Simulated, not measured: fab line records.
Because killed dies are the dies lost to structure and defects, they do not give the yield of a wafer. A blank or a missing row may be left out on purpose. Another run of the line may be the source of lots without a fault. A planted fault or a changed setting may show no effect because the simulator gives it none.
One fault through the eyes of 2 desks	flow ritCmos	what lay behind the numbers comes last; until then each desk has only its own

FOR THE TOOL OWNER'S DESK: lithoTrack-04
The tool's own readings at RIT_PLDD_COAT_01 (resist thk 1000 nm): means of the sampled wafers that have a number, for each lot that ran on this tool. Any lot whose mean is over 4 standard deviations away from the usual mean is out of limits and marked OUT; that distance is given in the brackets.
Columns: A = dispensePressureKPa at RIT_PLDD_COAT_01, usual 53.1 kPa
lot	first seen here	A
L468	day 2 23:45	52.7
L477	day 4 22:11	52.7
L478	day 5 05:19	52.7
This desk found nothing out of limits on any of the 3 lots.

AT THE METROLOGY DESK
What the gauges read for every lot (on any tool): the sampled wafers with a number, averaged. Any lot whose mean is over 4 standard deviations away from the usual mean is out of limits and marked OUT; that distance is given in the brackets.
Columns: A = NLDD_OVL at RIT_NLDD_OVL_MEAS_06, usual 0.6 nm; B = NLDD_TW at RIT_NLDD_TW_MEAS_10, usual 2473; C = PLDD_OVL at RIT_PLDD_OVL_MEAS_06, usual 0.6 nm
lot	first seen here	A	B	C
L467	day 2 18:32	0.4	2507	0.4
L468	day 2 22:59	0.6	2503	-1.7
L477	day 4 21:26	1.1	2493	-2.7
L478	day 5 04:25	0.2	2477	-1.1
L484	day 6 05:54	-0.3	2437	3.6
L489	day 7 07:28	0.1	2447	2.2
This desk found nothing out of limits on any of the 6 lots.

PUT TOGETHER
The tool owner's desk saw nothing out of limits.
From the metrology desk's view, nothing was out of limits.

WHAT WAS PUT IN BY THE SIMULATOR
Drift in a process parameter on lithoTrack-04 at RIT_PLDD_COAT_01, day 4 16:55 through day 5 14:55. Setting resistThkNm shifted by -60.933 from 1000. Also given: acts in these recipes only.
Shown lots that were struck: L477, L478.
